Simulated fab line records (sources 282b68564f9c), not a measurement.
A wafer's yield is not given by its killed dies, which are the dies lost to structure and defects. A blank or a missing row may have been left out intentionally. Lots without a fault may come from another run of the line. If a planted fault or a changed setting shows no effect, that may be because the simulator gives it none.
fab line records	flow rit-cmos
record: lots: 6	wafers: 18	last-day: 8
route steps=202 shown NWELL@28 PWELL@39 M1@202
lots that met no fault: taken from a fault-free run of the same line
start-h: hours from the record's first day to the start of the lot's first wafer shown	wait-h: hours since the lot's step before	" same as the row above	L1.1+2: a row that stands for several wafers	- no value, or no start given	* or withheld: withheld	< > ~ a bound
route shown NAME@n: names a module that has steps shown in the file, with the first one's number in the route	usual: mean/standard deviation taken from wafers without a fault	same: alike in all rows	chamber/n: place in a boat	sites: readings site by site	_std_site: the standard deviation of these	_edge_site: the outer-site mean with the inner-site mean subtracted	radius-mm: for every site, how far away it sits from the centre of the wafer	mask NAME#n: copy n	behind: the tool/chamber that last shaped the wafer	hold: cause of the lot's hold/its duration in hours/its outcome	device: the transistor (n, p or np) that didn't switch	end of line: the route-end tests of the same wafers	for a step that has no rows: nothing shown but its recipe	killed: dies that structure and defects cost at the first sort, which is not the same as the wafer's yield	map: a wafer's dies, marking killed ones x, the rest . and places with no die _
set.NAME: the run value of the setting; set.NAME@STEP: its run value at that earlier step	model.NAME: the simulator's own value behind a step, which no gauge read
lots seen at some steps along the route; tables by step, rows by wafer
services: from which hour (start-h, from the record's first day; less than 0 if before it) a tool's chamber was out of use, for how many hours, and why
== steps ==
step: RIT_NWELL_HMDS_00
recipe: prime-time-s: 60	prime-temp-c: 140
step: RIT_NWELL_COAT_01
recipe: resist: NOVOLAK	spin-rpm: 2000	resist-thk-nm: 1300
step: RIT_NWELL_SOFTBAKE_02
recipe: resist: NOVOLAK	temp-c: 90.46	time-s: 60
step: RIT_NWELL_EXPOSE_03
recipe: mask-id: M2	na: 0.57	target-cd-nm: 43900	dose-mj: 250
step: RIT_NWELL_PEB_04
recipe: resist: NOVOLAK	temp-c: withheld	time-s: withheld
step: RIT_NWELL_DEVELOP_05
recipe: resist: NOVOLAK	develop-time-s: 68	dev-temp-c: 23
step: RIT_NWELL_OVL_MEAS_06
usual: NWELL_OVL: 0.9/1.3
lot.wafer	tool	chamber	start-h	wait-h	NWELL_OVL[nm]
L528.1	overlay-01	-	24.28	-	0.9
L528.2	"	-	"	"	-1.3
L528.3	"	-	"	"	-0.8
L529.1	overlay-02	-	27.75	-	0.4
L529.3	"	-	"	"	1.4
L529.5	"	-	"	"	1.4
L545.1	overlay-02	-	108.40	-	-2.2
L545.2	"	-	"	"	0.4
L545.5	"	-	"	"	-0.9
L546.1	overlay-02	-	111.47	-	2.2
L546.2	"	-	"	"	4.1
L546.5	"	-	"	"	1.1
L550.2	overlay-02	-	133.06	-	1.9
L550.3	"	-	"	"	0.2
L550.6	"	-	"	"	0.4
L551.1	overlay-02	-	149.47	-	-0.9
L551.5	"	-	"	"	0.6
L551.6	"	-	"	"	-1.4
step: RIT_NWELL_HARDBAKE_07
recipe: resist: NOVOLAK	temp-c: 140	time-s: 120
step: RIT_NWELL_IMPLANT_08
recipe: species: P	energy-kev: 170	dose-cm2: 5e+13	tilt-deg: 7
step: RIT_NWELL_STRIP_09
recipe: chemistry: O2	time-s: 180	resist: NOVOLAK	platen-temp-c: withheld	power-w: 500	pressure-mtorr: 4000	o2-flow-sccm: 4000
usual: chamber-pressure-mTorr: 4000/3.6	drypump-motor-current-A: 5.46/0.3
same: time-s: 180
lot.wafer	tool	chamber	start-h	wait-h	chamber-pressure-mTorr	drypump-motor-current-A	rf-hours-counter-h
L528.1	plasma-asher-04	0	24.72	0.1	3996	5.19	24
L528.2	"	1	"	"	4000	5.37	24
L528.3	"	0	"	"	4005	5.22	-
L529.1	plasma-asher-03	1	28.19	0.1	4006	6.11	39
L529.3	"	1	"	"	3996	6.11	-
L529.5	"	1	"	"	4004	6.08	-
L545.1	plasma-asher-01	0	108.83	0.1	3998	5.76	45
L545.2	"	1	"	"	3998	5.27	45
L545.5	"	0	"	"	4004	5.78	-
L546.1	plasma-asher-04	1	111.91	0.1	4004	5.34	35
L546.2	"	0	"	"	4004	5.18	35
L546.5	"	0	"	"	3999	5.19	-
L550.2	plasma-asher-01	1	133.49	0.1	3999	5.26	48
L550.3	"	1	"	"	3999	5.25	-
L550.6	"	0	"	"	4003	5.72	-
L551.1	plasma-asher-01	1	149.90	0.1	3997	5.26	49
L551.5	"	0	"	"	4007	5.77	-
L551.6	"	1	"	"	3999	5.26	-
step: RIT_NWELL_TW_MEAS_10
usual: NWELL_TW: 2152/11
lot.wafer	tool	chamber	start-h	wait-h	NWELL_TW
L528.1	film-metro-04	-	24.89	0.1	2160
L528.2	"	-	"	"	2172
L528.3	"	-	"	"	2162
L529.1	film-metro-03	-	28.36	0.1	2144
L529.3	"	-	"	"	2148
L529.5	"	-	"	"	2148
L545.1	film-metro-03	-	109.01	0.1	2142
L545.2	"	-	"	"	2155
L545.5	"	-	"	"	2154
L546.1	film-metro-03	-	112.08	0.1	2148
L546.2	"	-	"	"	2154
L546.5	"	-	"	"	2142
L550.2	film-metro-01	-	133.68	0.1	2169
L550.3	"	-	"	"	2146
L550.6	"	-	"	"	2149
L551.1	film-metro-04	-	150.08	0.1	2166
L551.5	"	-	"	"	2160
L551.6	"	-	"	"	2153
step: RIT_PWELL_HMDS_00
recipe: prime-time-s: 60	prime-temp-c: 140
step: RIT_PWELL_COAT_01
recipe: resist: NOVOLAK	spin-rpm: 2000	resist-thk-nm: 1300
usual: chill-plate-temp-C: 23.00/0.11	dispense-pressure-kPa: 52/3.9
lot.wafer	tool	chamber	start-h	wait-h	chill-plate-temp-C	dispense-pressure-kPa
L528.1	litho-track-01	0	25.13	0.1	22.87	51
L528.2	"	0	"	"	22.84	51
L528.3	"	0	"	"	23.00	51
L529.1	litho-track-03	0	28.57	0.1	22.93	49
L529.3	"	0	"	"	22.94	49
L529.5	"	0	"	"	23.05	49
L545.1	litho-track-01	-	109.22	0.1	-	-
L545.2	"	-	"	"	-	-
L545.5	"	-	"	"	-	-
L546.1	litho-track-03	-	112.37	0.1	-	-
L546.2	"	-	"	"	-	-
L546.5	"	-	"	"	-	-
L550.2	litho-track-03	0	133.90	0.1	23.18	49
L550.3	"	0	"	"	23.13	49
L550.6	"	0	"	"	23.07	49
L551.1	litho-track-03	0	150.29	0.1	22.88	49
L551.5	"	0	"	"	23.05	49
L551.6	"	0	"	"	23.18	49
step: RIT_PWELL_SOFTBAKE_02
recipe: resist: NOVOLAK	temp-c: 90	time-s: 60
step: RIT_PWELL_EXPOSE_03
recipe: mask-id: M3	na: 0.57	target-cd-nm: 43700	dose-mj: 250
step: RIT_PWELL_PEB_04
recipe: resist: NOVOLAK	temp-c: withheld	time-s: withheld
step: RIT_PWELL_DEVELOP_05
recipe: resist: NOVOLAK	develop-time-s: 68	dev-temp-c: 23
step: RIT_PWELL_OVL_MEAS_06
usual: PWELL_OVL: -0.7/1.3
lot.wafer	tool	chamber	start-h	wait-h	PWELL_OVL[nm]
L528.1	overlay-01	-	25.98	-	2.3
L528.2	"	-	"	"	-0.2
L528.3	"	-	"	"	-0.6
L529.1	overlay-01	-	29.30	-	-1.1
L529.3	"	-	"	"	1.1
L529.5	"	-	"	"	0.3
L545.1	overlay-01	-	110.07	-	-
L545.2	"	-	"	"	-
L545.5	"	-	"	"	-
L546.1	overlay-01	-	113.30	-	-
L546.2	"	-	"	"	-
L546.5	"	-	"	"	-
L550.2	overlay-01	-	134.74	-	1.5
L550.3	"	-	"	"	-1.6
L550.6	"	-	"	"	-1.4
L551.1	overlay-01	-	151.14	-	-2.0
L551.5	"	-	"	"	-2.9
L551.6	"	-	"	"	-2.7
step: RIT_PWELL_HARDBAKE_07
recipe: resist: NOVOLAK	temp-c: 140	time-s: 120
step: RIT_M1_PROBE_99
usual: killed-at-contacts: 0.1/0.25	killed-at-front-end: 7/3.3	killed-dies: 7/3.2	killed-on-rim: 1.9/1.5	killed-open: 3.6/2.2	killed-short: 3.5/2
same: gross-dies: 264	killed_at_M0_to_M3: 0	killed_at_M4_up: 0	killed-at-back-side: 0	killed-at-other: 0
lot.wafer	tool	chamber	start-h	wait-h	killed-at-contacts	killed-at-front-end	killed-dies	killed-on-rim	killed-open	killed-short
L528.1	prober-02	-	61.45	0.1	0	7	7	4	4	3
L528.2	prober-02	-	61.50	0.1	0	10	10	3	6	4
L528.3	prober-02	-	61.55	0.2	0	7	7	2	5	2
L529.1	prober-01	-	63.63	0.1	0	1	1	0	0	1
L529.3	prober-01	-	63.73	0.2	0	4	4	0	3	1
L529.5	prober-01	-	63.83	0.2	1	7	8	3	2	6
L545.1	prober-01	-	154.76	0.1	1	263	264	70	5	5
L545.2	prober-01	-	154.81	0.1	0	264	264	70	5	9
L545.5	prober-01	-	154.96	0.2	0	264	264	70	5	3
L546.1	prober-02	-	156.26	0.1	0	264	264	70	3	4
L546.2	prober-02	-	156.31	0.1	0	264	264	70	3	5
L546.5	prober-02	-	156.46	0.2	0	264	264	70	1	3
L550.2	prober-02	-	191.39	0.1	0	8	8	1	5	3
L550.3	prober-02	-	191.44	0.2	0	5	5	2	3	2
L550.6	prober-02	-	191.59	0.2	0	6	6	2	3	3
killed by level:class
L528.1 REOX:geometric-particle:short=2 SPACER:geometric-particle:open=2 FOX2:geometric-particle:open=1 REOX:geometric-particle:open=1 SPACER:geometric-particle:short=1
L528.2 FOX2:geometric-particle:open=2 GATE:geometric-particle:open=2 REOX:geometric-particle:short=2 FOX1:geometric-particle:short=1 GATE:geometric-particle:short=1 REOX:geometric-particle:open=1 SPACER:geometric-particle:open=1
L528.3 REOX:geometric-particle:open=2 SPACER:geometric-particle:short=2 GATE:geometric-particle:open=1 SPACER:geometric-particle:open=1 SILICIDE:geometric-particle:open=1
L529.1 REOX:geometric-particle:short=1
L529.3 GATE:geometric-particle:open=1 REOX:geometric-particle:open=1 SPACER:geometric-particle:short=1 SILICIDE:geometric-particle:open=1
L529.5 SPACER:geometric-particle:short=3 GATE:geometric-particle:short=1 GATE:geometric-particle:open=1 SPACER:geometric-particle:open=1 SILICIDE:geometric-particle:short=1 CONTACT:geometric-particle:short=1
L545.1 PWELL:area-expose=254 GATE:geometric-particle:short=3 SPACER:geometric-particle:open=2 SPACER:geometric-particle:short=2 GATE:geometric-particle:open=1 REOX:geometric-particle:open=1 CONTACT:geometric-particle:open=1
L545.2 PWELL:area-expose=250 GATE:geometric-particle:short=4 FOX2:geometric-particle:short=3 SPACER:geometric-particle:open=3 FOX2:geometric-particle:open=1 REOX:geometric-particle:open=1 SPACER:geometric-particle:short=1 SILICIDE:geometric-particle:short=1
L545.5 PWELL:area-expose=256 ACTIVE:geometric-particle:open=1 GATE:geometric-particle:open=1 REOX:geometric-particle:open=1 GATE:geometric-particle:short=1 REOX:geometric-particle:short=1 SPACER:geometric-particle:open=1 SPACER:geometric-particle:short=1
L546.1 PWELL:area-expose=257 GATE:geometric-particle:short=3 GATE:geometric-particle:open=2 ACTIVE:geometric-particle:short=1 SILICIDE:geometric-particle:open=1
L546.2 PWELL:area-expose=256 GATE:geometric-particle:short=3 FOX2:geometric-particle:open=2 FOX2:geometric-particle:short=1 GATE:geometric-particle:open=1 SPACER:geometric-particle:short=1
L546.5 PWELL:area-expose=260 GATE:geometric-particle:short=2 FOX1:geometric-particle:short=1 SPACER:geometric-particle:open=1
L550.2 GATE:geometric-particle:open=5 GATE:geometric-particle:short=2 SILICIDE:geometric-particle:short=1
L550.3 FOX2:geometric-particle:short=2 REOX:geometric-particle:open=2 GATE:geometric-particle:open=1
L550.6 SPACER:geometric-particle:open=2 SPACER:geometric-particle:short=2 FOX1:geometric-particle:short=1 GATE:geometric-particle:open=1
map L545.1 (x killed, . not)
________xxxxxxx_______
_____xxxxxxxxxxxxx____
____xxxxxxxxxxxxxxx___
___xxxxxxxxxxxxxxxxx__
__xxxxxxxxxxxxxxxxxxx_
__xxxxxxxxxxxxxxxxxxx_
_xxxxxxxxxxxxxxxxxxxxx
_xxxxxxxxxxxxxxxxxxxxx
_xxxxxxxxxxxxxxxxxxxxx
_xxxxxxxxxxxxxxxxxxxxx
__xxxxxxxxxxxxxxxxxxx_
__xxxxxxxxxxxxxxxxxxx_
___xxxxxxxxxxxxxxxxx__
____xxxxxxxxxxxxxxx___
_____xxxxxxxxxxxxx____
________xxxxxxx_______
map L546.1 (x killed, . not)
________xxxxxxx_______
_____xxxxxxxxxxxxx____
____xxxxxxxxxxxxxxx___
___xxxxxxxxxxxxxxxxx__
__xxxxxxxxxxxxxxxxxxx_
__xxxxxxxxxxxxxxxxxxx_
_xxxxxxxxxxxxxxxxxxxxx
_xxxxxxxxxxxxxxxxxxxxx
_xxxxxxxxxxxxxxxxxxxxx
_xxxxxxxxxxxxxxxxxxxxx
__xxxxxxxxxxxxxxxxxxx_
__xxxxxxxxxxxxxxxxxxx_
___xxxxxxxxxxxxxxxxx__
____xxxxxxxxxxxxxxx___
_____xxxxxxxxxxxxx____
________xxxxxxx_______
== services ==
tool	chamber	start-h	hours	kind
plasma-asher-03	-	41.29	28.1	pm
plasma-asher-03	-	102.36	0.6	repair
plasma-asher-04	-	142.29	2.6	repair
== key ==
first-sign: step: RIT_PWELL_COAT_01	reading: tool-record	direction: missing
effect: step: RIT_PWELL_OVL_MEAS_06	reading: PWELL_OVL	direction: missing
effect: step: RIT_M1_PROBE_99	reading: killed-dies	direction: up	sigmas: 79	usual: 7	struck: 264
more-kills-born-at: RIT_PWELL_EXPOSE_03@iline-stepper-01: 773	RIT_PWELL_EXPOSE_03@iline-stepper-02: 760
met-at RIT_PWELL_COAT_01
struck-wafers L545.1,L545.2,L545.5,L546.1,L546.2,L546.5
tester-left-out L545,L546
onset-between 28.57 109.22
earlier-fault: kind: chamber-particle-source	tool: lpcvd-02	chamber: 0	onset-h: 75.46	steps: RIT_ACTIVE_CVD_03	rate-per-visit-cm2: 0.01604	end-h: 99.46
fault: kind: skipped-step-whole	tool: litho-track-01,litho-track-03	chamber: -	onset-h: 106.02	steps: RIT_PWELL_COAT_01	scope: struck-lots-only
tester-left-out: of these lots the tester's yield and bins aren't shown, on N5 and GAA mostly nor the transistor test; their killed dies are dies lost to structure and defects alone, not to doping, threshold or leakage, so they don't give the yield
